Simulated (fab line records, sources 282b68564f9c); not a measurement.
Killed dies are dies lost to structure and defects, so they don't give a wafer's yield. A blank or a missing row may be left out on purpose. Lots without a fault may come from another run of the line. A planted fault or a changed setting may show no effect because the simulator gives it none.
fab line records | flow rit_cmos
record lots=6 wafers=18 last_day=6
route steps=202 shown CONTACT@172 M1@184
lots that met no fault: from a run of the same line without faults
start_h: hours from the record's first day to the start of the lot's first wafer shown | wait_h: hours since the lot's step before | " the same as in the row above | L1.1+2: a row that stands for several wafers | - no value, or no start given | * or withheld: withheld | < > ~ a bound
route shown NAME@n: a module of which the file shows steps, and the number in the route of the first | usual: mean/standard deviation of fault-free wafers | same: alike in all rows | chamber/n: place in a boat | sites: the reading at each site | _std_site: their standard deviation | _edge_site: outer sites' mean less inner sites' | radius_mm: how far each site lies from the wafer's centre | mask NAME#n: copy n | behind: the tool/chamber that last shaped the wafer | hold: why the lot was held/for how many hours/how that ended | device: the transistor (n, p or np) that didn't switch | end of line: the same wafers' tests at the end of the route | a step without rows: its recipe alone | killed: dies lost to structure and defects at the first sort, not the wafer's yield | map: a wafer's dies, x killed, . not, _ none there
set.NAME: the setting as run; set.NAME@STEP: as run at that earlier step | model.NAME: the simulator's own value behind a step, which no gauge read
lots at some steps of the route; a table a step, a row a wafer
services: from which hour (start_h, from the record's first day; less than 0 if before it) a tool's chamber was out of use, for how many hours, and why
## steps
# step RIT_CONTACT_SOFTBAKE_04
# recipe resist=NOVOLAK temp_c=90 time_s=60
# step RIT_CONTACT_EXPOSE_05
# recipe mask_id=M11 na=0.6 source_shape=conventional sigma_outer=0.5 target_cd_nm=1000 dose_mj=250
# step RIT_CONTACT_PEB_06
# recipe resist=NOVOLAK temp_c=withheld time_s=withheld
# step RIT_CONTACT_DEVELOP_07
# recipe resist=NOVOLAK develop_time_s=120 dev_temp_c=23
# step RIT_CONTACT_CD_MEAS_08
# recipe target_cd_nm=1000
# usual cd_nm=999.8/2.5
# columns lot.wafer tool chamber start_h wait_h cd_nm
L783.1 cd_sem-02 - 101.48 - 1000.1
L783.2 " - " " 998.9
L783.3 " - " " 999.1
L784.1 cd_sem-01 - 101.85 - 1003.4
L784.2 " - " " 998.1
L784.3 " - " " 1000.0
L791.1 cd_sem-02 - 134.48 - 1001.6
L791.5 " - " " 1002.4
L791.6 " - " " 1001.6
L792.2 cd_sem-02 - 137.64 - 998.7
L792.4 " - " " 997.7
L792.6 " - " " 1000.5
L793.2 cd_sem-02 - 138.82 - 1004.9
L793.4 " - " " 1003.2
L793.6 " - " " 1000.5
L794.2 cd_sem-01 - 147.42 - 1000.0
L794.3 " - " " 998.8
L794.5 " - " " 998.0
# step RIT_CONTACT_OVL_MEAS_09
# usual CONTACT_OVL=-0.2/1.3
# columns lot.wafer tool chamber start_h wait_h CONTACT_OVL[nm]
L783.1 overlay-02 - 101.60 0.1 -0.4
L783.2 " - " " -1.2
L783.3 " - " " -1.4
L784.1 overlay-01 - 101.97 0.1 -3.1
L784.2 " - " " -0.2
L784.3 " - " " -1.3
L791.1 overlay-02 - 134.60 0.1 -1.5
L791.5 " - " " -1.1
L791.6 " - " " -0.5
L792.2 overlay-02 - 137.75 0.1 -1.8
L792.4 " - " " 1.0
L792.6 " - " " -0.8
L793.2 overlay-01 - 138.92 0.1 -1.0
L793.4 " - " " -1.9
L793.6 " - " " -1.0
L794.2 overlay-01 - 147.53 0.1 -0.3
L794.3 " - " " 0.7
L794.5 " - " " -0.2
# step RIT_CONTACT_HARDBAKE_10
# recipe resist=NOVOLAK temp_c=140 time_s=60
# step RIT_CONTACT_ETCH_11
# recipe target_depth_a=4800 over_etch_frac=0.2 stop_on=TiSi2 chemistry=CHF3/CF4/Ar target=SiO2 CHF3_flow_sccm=50 cf4_flow_sccm=10 Ar_flow_sccm=100 O2_flow_sccm=5 pressure_mtorr=100 rf_w=200 time_s=320
# usual drypump_motor_current_A=5.9/0.48 mfc_ar_sccm=100.0/0.31 oes_product_au=0.984/0.016 rf_fwd_power_W=199.6/0.62 throttle_valve_pct=8.89/0.13
# columns lot.wafer tool chamber start_h wait_h drypump_motor_current_A mfc_ar_sccm oes_product_au rf_fwd_power_W rf_hours_counter_h throttle_valve_pct
L783.1 rie_diel-01 2 101.79 0.1 6.4 100.0 0.980 200.3 6 8.98
L783.2 " 3 " " 6.0 100.1 0.974 200.0 12 8.80
L783.3 " 0 " " 5.7 100.1 0.978 199.7 29 8.68
L784.1 rie_diel-04 1 102.15 0.1 5.7 99.7 0.975 199.5 152 8.82
L784.2 " 2 " " 6.0 99.7 0.984 199.1 92 8.95
L784.3 " 0 " " 6.3 100.1 0.986 199.2 2 9.16
L791.1 rie_diel-02 0 134.89 0.1 5.7 99.7 1.026 199.3 5 8.71
L791.5 " 0 " " 5.8 100.2 1.016 199.3 - 8.70
L791.6 " 3 " " 6.7 100.1 0.999 199.6 - 8.92
L792.2 rie_diel-01 3 138.19 0.1 6.0 100.0 0.982 198.8 13 8.79
L792.4 " 2 " " 6.3 100.4 0.983 200.0 7 9.01
L792.6 " 2 " " 6.4 100.3 0.987 200.1 - 9.00
L793.2 rie_diel-02 1 139.10 0.1 5.2 100.4 0.988 199.9 121 8.90
L793.4 " 0 " " 5.8 99.7 1.021 200.1 6 8.71
L793.6 " 1 " " 5.2 99.7 0.991 198.7 - 8.91
L794.2 rie_diel-04 0 147.86 0.1 6.3 99.7 0.984 198.9 4 9.14
L794.3 " 3 " " 5.8 100.3 0.955 199.4 - 8.99
L794.5 " 3 " " 5.8 99.9 0.969 200.3 - 8.99
# step RIT_CONTACT_STRIP_12
# recipe chemistry=O2 time_s=180 resist=NOVOLAK platen_temp_c=withheld power_w=500 pressure_mtorr=4000 o2_flow_sccm=4000
# usual drypump_motor_current_A=5.5/0.46
# columns lot.wafer tool chamber start_h wait_h drypump_motor_current_A rf_hours_counter_h
L783.1 plasma_asher-01 1 101.98 0.1 5.7 26
L783.2 " 0 " " 6.0 26
L783.3 " 1 " " 5.7 -
L784.1 plasma_asher-04 1 102.35 0.1 4.9 48
L784.2 " 0 " " 5.5 48
L784.3 " 0 " " 5.5 -
L791.1 plasma_asher-03 0 135.08 0.1 5.7 2
L791.5 " 1 " " 4.7 -
L791.6 " 0 " " 5.7 -
L792.2 plasma_asher-01 0 138.38 0.1 6.0 31
L792.4 " 0 " " 6.0 -
L792.6 " 0 " " 6.0 -
L793.2 plasma_asher-03 1 139.30 0.1 4.7 3
L793.4 " 0 " " 5.7 -
L793.6 " 1 " " 4.7 -
L794.2 plasma_asher-01 0 148.16 0.2 6.0 32
L794.3 " 1 " " 5.7 -
L794.5 " 0 " " 6.0 -
# step RIT_CONTACT_CD_MEAS_90
# recipe target_cd_nm=1000
# usual cd_nm=999.7/2.5
# columns lot.wafer tool chamber start_h wait_h cd_nm
L783.1 cd_sem-02 - 102.16 0.1 999.7
L783.2 " - " " 998.3
L783.3 " - " " 999.5
L784.1 cd_sem-01 - 102.52 0.1 1003.0
L784.2 " - " " 997.9
L784.3 " - " " 1000.8
L791.1 cd_sem-02 - 135.26 0.1 1001.2
L791.5 " - " " 1002.3
L791.6 " - " " 1001.3
L792.2 cd_sem-01 - 138.58 0.1 999.2
L792.4 " - " " 997.5
L792.6 " - " " 1000.3
L793.2 cd_sem-01 - 139.49 0.1 1004.5
L793.4 " - " " 1003.0
L793.6 " - " " 1000.3
L794.2 cd_sem-02 - 148.35 0.1 1000.0
L794.3 " - " " 999.5
L794.5 " - " " 998.4
# step RIT_CONTACT_CLEAN_13
# recipe chemistry=SC1 mix=3:3:50 time_s=600 temp_c=75
# step RIT_CONTACT_CLEAN_14
# recipe chemistry=SC2 mix=3:3:50 time_s=600 temp_c=75 dry=n2_spin
# step RIT_M1_SPUTTER_00
# recipe material=Al target_thk_nm=400 power_w=2000 chamber_pressure_pa=0.4 gas=Ar time_s=500 substrate_temp_c=25
# usual chamber_pressure_pa=0.3999/0.00082 throttle_valve_pct=30.1/0.58
# columns lot.wafer tool chamber start_h wait_h chamber_pressure_pa throttle_valve_pct model.Al_of_M1_SPUTTER_00.thk_nm
L783.1 pvd_sputter-04 - 102.64 0.0 0.4001 30.8 403.2
L783.2 " - " " 0.4009 30.3 401.8
L783.3 " - " " 0.3998 30.8 401.4
L784.1 pvd_sputter-01 - 103.18 0.0 0.3997 29.6 400.1
L784.2 " - " " 0.4008 29.8 404.3
L784.3 " - " " 0.4001 30.0 410.6
L791.1 pvd_sputter-01 - 135.73 0.0 0.3635 31.1 409.6
L791.5 " - " " 0.3633 30.9 408.6
L791.6 " - " " 0.3642 31.5 412.3
L792.2 pvd_sputter-01 - 139.03 0.0 0.3617 30.5 400.5
L792.4 " - " " 0.3644 31.2 405.7
L792.6 " - " " 0.3621 31.1 401.6
L793.2 pvd_sputter-04 - 139.94 0.0 0.4003 30.8 396.7
L793.4 " - " " 0.4001 30.3 400.9
L793.6 " - " " 0.4003 30.7 393.9
L794.2 pvd_sputter-04 - 148.80 0.0 0.4009 30.9 402.3
L794.3 " - " " 0.4003 30.6 402.3
L794.5 " - " " 0.4014 30.8 404.1
# step RIT_M1_RS_MEAS_01
# recipe thk_meas_gauge=four-point-probe reads=Al_of_M1_SPUTTER_00
# usual M1_AL_RS=0.0733/0.001
# columns lot.wafer tool chamber start_h wait_h M1_AL_RS[ohm/sq]
L783.1 film_metro-01 - 102.94 0.1 0.0728
L783.2 " - " " 0.0730
L783.3 " - " " 0.0731
L784.1 film_metro-03 - 103.48 0.1 0.0733
L784.2 " - " " 0.0725
L784.3 " - " " 0.0713
L791.1 film_metro-02 - 136.02 0.1 0.0712
L791.5 " - " " 0.0713
L791.6 " - " " 0.0707
L792.2 film_metro-01 - 139.34 0.2 0.0727
L792.4 " - " " 0.0718
L792.6 " - " " 0.0726
L793.2 film_metro-01 - 140.26 0.2 0.0740
L793.4 " - " " 0.0732
L793.6 " - " " 0.0745
L794.2 film_metro-01 - 149.12 0.2 0.0728
L794.3 " - " " 0.0728
L794.5 " - " " 0.0725
# step RIT_M1_THK_MEAS_02
# recipe thk_meas_gauge=xrf reads=Al_of_M1_SPUTTER_00
# usual M1_AL_THK=405/5.5
# columns lot.wafer tool chamber start_h wait_h M1_AL_THK[nm]
L783.1 film_metro-01 - 103.06 0.1 410
L783.2 " - " " 412
L783.3 " - " " 411
L784.1 film_metro-03 - 103.60 0.1 404
L784.2 " - " " 405
L784.3 " - " " 414
L791.1 film_metro-02 - 136.14 0.1 412
L791.5 " - " " 410
L791.6 " - " " 416
L792.2 film_metro-01 - 139.45 0.1 409
L792.4 " - " " 414
L792.6 " - " " 407
L793.2 film_metro-01 - 140.37 0.1 402
L793.4 " - " " 410
L793.6 " - " " 400
L794.2 film_metro-01 - 149.23 0.1 408
L794.3 " - " " 409
L794.5 " - " " 411
# step RIT_M1_HMDS_03
# recipe prime_time_s=60 prime_temp_c=140
# step RIT_M1_COAT_04
# recipe resist=NOVOLAK spin_rpm=2000 resist_thk_nm=1300
# step RIT_M1_SOFTBAKE_05
# recipe resist=NOVOLAK temp_c=90 time_s=60
# step RIT_M1_EXPOSE_06
# recipe mask_id=M12 na=0.6 source_shape=conventional sigma_outer=0.5 target_cd_nm=2600 dose_mj=250
# step RIT_M1_PEB_07
# recipe resist=NOVOLAK temp_c=withheld time_s=withheld
# step RIT_M1_DEVELOP_08
# recipe resist=NOVOLAK develop_time_s=68 dev_temp_c=23
# step RIT_M1_CD_MEAS_09
# recipe target_cd_nm=2600
# usual cd_nm=2600.8/1.9
# columns lot.wafer tool chamber start_h wait_h cd_nm
L783.1 cd_sem-02 - 104.12 - 2602.7
L783.2 " - " " 2601.0
L783.3 " - " " 2602.2
L784.1 cd_sem-01 - 104.66 - 2597.5
L784.2 " - " " 2599.3
L784.3 " - " " 2598.1
L791.1 cd_sem-02 - 137.14 - 2597.7
L791.5 " - " " 2600.4
L791.6 " - " " 2599.2
L792.2 cd_sem-01 - 140.53 - 2597.7
L792.4 " - " " 2596.8
L792.6 " - " " 2597.8
L793.2 cd_sem-01 - 141.44 - 2602.7
L793.4 " - " " 2598.9
L793.6 " - " " 2600.8
L794.2 cd_sem-01 - 150.18 - 2598.8
L794.3 " - " " 2600.5
L794.5 " - " " 2599.9
# step RIT_M1_OVL_MEAS_10
# usual M1_OVL=-0.3/1.6
# columns lot.wafer tool chamber start_h wait_h M1_OVL[nm]
L783.1 overlay-01 - 104.24 0.1 1.9
L783.2 " - " " 1.0
L783.3 " - " " -1.2
L784.1 overlay-02 - 104.78 0.1 -0.8
L784.2 " - " " 0.2
L784.3 " - " " -1.6
L791.1 overlay-02 - 137.26 0.1 1.1
L791.5 " - " " -0.5
L791.6 " - " " -1.3
L792.2 overlay-01 - 140.63 0.1 -0.9
L792.4 " - " " 0.8
L792.6 " - " " 0.3
L793.2 overlay-01 - 141.55 0.1 -2.3
L793.4 " - " " -1.1
L793.6 " - " " -0.3
L794.2 overlay-02 - 150.28 0.1 -2.0
L794.3 " - " " -0.3
L794.5 " - " " -1.3
# step RIT_M1_HARDBAKE_11
# recipe resist=NOVOLAK temp_c=140 time_s=120
# step RIT_M1_METAL_ETCH_12
# recipe stop_on=SiO2 chemistry=Cl2/BCl3 target=Al time_s=165 over_etch_frac=0.5 pressure_mtorr=100 target_depth_a=6000 rf_w=250 Cl2_flow_sccm=60 bcl3_flow_sccm=50
# usual drypump_motor_current_A=6.0/0.41 oes_product_au=0.783/0.014 rf_fwd_power_W=248.8/0.73 throttle_valve_pct=8.28/0.047
# columns lot.wafer tool chamber start_h wait_h drypump_motor_current_A oes_product_au rf_fwd_power_W rf_hours_counter_h throttle_valve_pct model.M1.feature_depth_nm model.etch.depth_nm
L783.1 rie_metal-04 1 104.53 0.2 5.7 0.796 247.8 1 8.33 436.3 403.2
L783.2 " 0 " " 5.9 0.773 249.5 1 8.26 433.1 401.8
L783.3 " 0 " " 5.9 0.783 249.3 - 8.24 432.7 401.4
L784.1 rie_metal-01 1 105.07 0.2 6.8 0.774 248.1 32 8.31 432.5 400.1
L784.2 " 0 " " 5.4 0.791 248.3 32 8.18 436.5 404.3
L784.3 " 0 " " 5.4 0.789 249.3 - 8.20 442.8 410.6
L791.1 rie_metal-02 0 137.63 0.2 5.8 0.777 248.7 5 8.33 441.4 409.6
L791.5 " 0 " " 5.8 0.781 248.1 - 8.33 440.5 408.6
L791.6 " 1 " " 6.4 0.806 249.3 - 8.26 444.5 412.3
L792.2 rie_metal-02 1 140.91 0.2 6.3 0.792 248.8 5 8.25 431.8 400.5
L792.4 " 1 " " 6.4 0.794 249.8 - 8.24 436.8 405.7
L792.6 " 1 " " 6.3 0.793 249.9 - 8.25 432.7 401.6
L793.2 rie_metal-04 0 141.85 0.2 5.9 0.762 248.8 2 8.25 427.8 396.7
L793.4 " 0 " " 5.9 0.777 249.2 - 8.24 432 400.9
L793.6 " 0 " " 5.9 0.765 249.1 - 8.25 425.1 393.9
L794.2 rie_metal-04 0 150.56 0.2 5.9 0.778 249.6 2 8.27 433.4 402.3
L794.3 " 0 " " 5.9 0.772 249.3 - 8.25 433.1 402.3
L794.5 " 1 " " 5.7 0.804 248.8 - 8.32 437.1 404.1
# step RIT_M1_STRIP_13
# recipe chemistry=nmp resist=NOVOLAK temp_c=80 time_s=600 dry=n2_spin
# step RIT_M1_PROBE_99
# usual defect_limited_yield=97.4/1.1 killed_at_front_end=6.7/2.9 killed_dies=6.8/2.9 killed_open=3.5/2.1 killed_short=3.2/1.9 sort_bin_3_pad_short=0.1/0.2 sort_bin_5_function=1.5/0.86 sort_bin_6_memory=1.0/0.69 sort_n_pass=257.2/2.9 sort_yield_pct=97.4/1.1
# same gross_dies=264 killed_at_M0_to_M3=0 killed_at_M4_up=0 killed_at_back_side=0 killed_at_contacts=0 killed_at_other=0
# columns lot.wafer tool chamber start_h wait_h defect_limited_yield[%] killed_at_front_end killed_dies killed_open killed_short sort_bin_3_pad_short[%] sort_bin_5_function[%] sort_bin_6_memory[%] sort_n_pass sort_yield_pct[%]
L783.1 prober-02 - 106.78 0.1 97.3 7 7 3 4 0 2.3 0.4 257.0 97.3
L783.2 prober-02 - 106.83 0.1 97.3 7 7 6 1 0 1.5 1.1 257.0 97.3
L783.3 prober-02 - 106.88 0.2 97.7 6 6 6 0 0 0.4 1.9 258.0 97.7
L784.1 prober-01 - 108.28 0.1 96.2 10 10 5 5 0 2.7 1.1 254.0 96.2
L784.2 prober-01 - 108.33 0.1 98.5 4 4 3 1 0 0 1.5 260.0 98.5
L784.3 prober-01 - 108.38 0.2 97.0 8 8 4 4 0 2.3 0.8 256.0 97.0
L791.1 prober-01 - 139.89 0.1 98.1 5 5 3 2 0 1.9 0 259.0 98.1
L791.5 prober-01 - 140.09 0.2 97.3 7 7 4 3 0.8 1.1 0.8 257.0 97.3
L791.6 prober-01 - 140.14 0.2 97.7 6 6 2 4 0 1.5 0.8 258.0 97.7
L792.2 prober-01 - 143.23 0.1 98.1 5 5 3 2 0 0.8 1.1 259.0 98.1
L792.4 prober-01 - 143.33 0.2 98.5 4 4 0 4 0 0.8 0.8 260.0 98.5
L792.6 prober-01 - 143.43 0.2 98.1 5 5 3 2 0 1.5 0.4 259.0 98.1
L793.2 prober-02 - 144.73 0.1 95.8 11 11 6 5 0 1.9 2.3 253.0 95.8
L793.4 prober-02 - 144.83 0.2 94.7 14 14 8 6 0 4.9 0.4 250.0 94.7
L793.6 prober-02 - 144.93 0.2 97.3 7 7 3 4 0.4 1.1 1.1 257.0 97.3
L794.2 prober-02 - 154.01 0.1 97.7 6 6 3 3 0 1.9 0.4 258.0 97.7
L794.3 prober-02 - 154.06 0.2 97.7 6 6 2 4 0.4 0.8 1.1 258.0 97.7
L794.5 prober-02 - 154.16 0.2 97.3 7 7 5 2 0.4 0.8 1.5 257.0 97.3
# killed by level:class
L783.1 REOX:geometric_particle:short=2 FOX1:geometric_particle:short=1 GATE:geometric_particle:short=1 GATE:geometric_particle:open=1 REOX:geometric_particle:open=1 SILICIDE:geometric_particle:open=1
L783.2 GATE:geometric_particle:open=6 FOX1:geometric_particle:short=1
L783.3 GATE:geometric_particle:open=2 REOX:geometric_particle:open=2 SPACER:geometric_particle:open=2
L784.1 GATE:geometric_particle:short=2 REOX:geometric_particle:short=2 GATE:geometric_particle:open=2 REOX:geometric_particle:open=1 SPACER:geometric_particle:open=1 SILICIDE:geometric_particle:short=1 SILICIDE:geometric_particle:open=1
L784.2 GATE:geometric_particle:open=2 FOX1:geometric_particle:short=1 REOX:geometric_particle:open=1
L784.3 GATE:geometric_particle:short=2 GATE:geometric_particle:open=2 FOX1:geometric_particle:short=1 REOX:geometric_particle:short=1 SPACER:geometric_particle:open=1 SILICIDE:geometric_particle:open=1
L791.1 FOX1:geometric_particle:short=1 FOX2:geometric_particle:open=1 GATE:geometric_particle:short=1 GATE:geometric_particle:open=1 REOX:geometric_particle:open=1
L791.5 GATE:geometric_particle:open=3 FOX2:geometric_particle:short=2 FOX2:geometric_particle:open=1 SILICIDE:geometric_particle:short=1
L791.6 FOX1:geometric_particle:open=1 FOX1:geometric_particle:short=1 FOX2:geometric_particle:short=1 GATE:geometric_particle:short=1 SILICIDE:geometric_particle:open=1 SILICIDE:geometric_particle:short=1
L792.2 FOX1:geometric_particle:short=2 FOX1:geometric_particle:open=2 FOX2:geometric_particle:open=1
L792.4 FOX1:geometric_particle:short=1 GATE:geometric_particle:short=1 REOX:geometric_particle:short=1 SPACER:geometric_particle:short=1
L792.6 FOX2:geometric_particle:short=1 GATE:geometric_particle:open=1 REOX:geometric_particle:open=1 SILICIDE:geometric_particle:open=1 SILICIDE:geometric_particle:short=1
L793.2 GATE:geometric_particle:open=3 FOX1:geometric_particle:open=2 GATE:geometric_particle:short=2 SPACER:geometric_particle:short=2 FOX1:geometric_particle:short=1 FOX2:geometric_particle:open=1
L793.4 FOX1:geometric_particle:short=5 FOX1:geometric_particle:open=4 SPACER:geometric_particle:open=2 FOX2:geometric_particle:open=1 GATE:geometric_particle:short=1 REOX:geometric_particle:open=1
L793.6 REOX:geometric_particle:open=2 SPACER:geometric_particle:short=2 FOX1:geometric_particle:short=1 FOX2:geometric_particle:short=1 GATE:geometric_particle:open=1
L794.2 GATE:geometric_particle:short=3 FOX1:geometric_particle:open=1 GATE:geometric_particle:open=1 SILICIDE:geometric_particle:open=1
L794.3 GATE:geometric_particle:short=3 FOX1:geometric_particle:open=1 REOX:geometric_particle:open=1 REOX:geometric_particle:short=1
L794.5 SPACER:geometric_particle:open=2 SILICIDE:geometric_particle:open=2 GATE:geometric_particle:short=1 REOX:geometric_particle:open=1 SILICIDE:geometric_particle:short=1
## services
# columns tool chamber start_h hours kind
rie_metal-01 - 90.22 0.6 repair
plasma_asher-01 - 98.66 2.8 pm
rie_metal-02 - 103.16 2.8 pm
plasma_asher-03 - 108.88 9.0 pm
plasma_asher-03 0 108.88 9.0 vent_cycle
plasma_asher-03 1 108.88 9.0 vent_cycle
plasma_asher-03 0 117.88 - clean
plasma_asher-03 1 117.88 - clean
rie_diel-02 3 119.71 7.9 repair
rie_metal-01 - 136.12 20.0 pm
rie_metal-01 0 136.12 20.0 vent_cycle
rie_metal-01 1 136.12 20.0 vent_cycle
rie_diel-04 1 137.29 - clean
rie_diel-04 1 137.29 15.5 scheduled_down
rie_diel-04 1 137.29 15.5 vent_cycle
rie_diel-04 2 139.74 10.5 repair
## key
first_sign step=RIT_M1_SPUTTER_00 reading=chamber_pressure_pa direction=down sigmas=45 usual=0.3999 struck=0.3632
effect step=RIT_M1_SPUTTER_00 reading=throttle_valve_pct direction=up sigmas=1.7 usual=30.1 struck=31.1
effect step=RIT_M1_RS_MEAS_01 reading=M1_AL_RS direction=down sigmas=1.6 usual=0.0733 struck=0.0717
model_effect step=RIT_M1_SPUTTER_00 value=Al_of_M1_SPUTTER_00.thk_nm without=397.5 struck=406.4
model_effect step=RIT_M1_METAL_ETCH_12 value=M1.feature_depth_nm without=429 struck=438
met_at RIT_M1_SPUTTER_00
struck_wafers L791.1,L791.5,L791.6,L792.2,L792.4,L792.6
onset_between 103.18 135.73
fault kind=process_parameter_drift tool=pvd_sputter-01 chamber=- onset_h=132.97 steps=RIT_M1_SPUTTER_00 channel=chamber_pressure_pa offset=-0.036836 shape=step end_h=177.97 stated=0.4
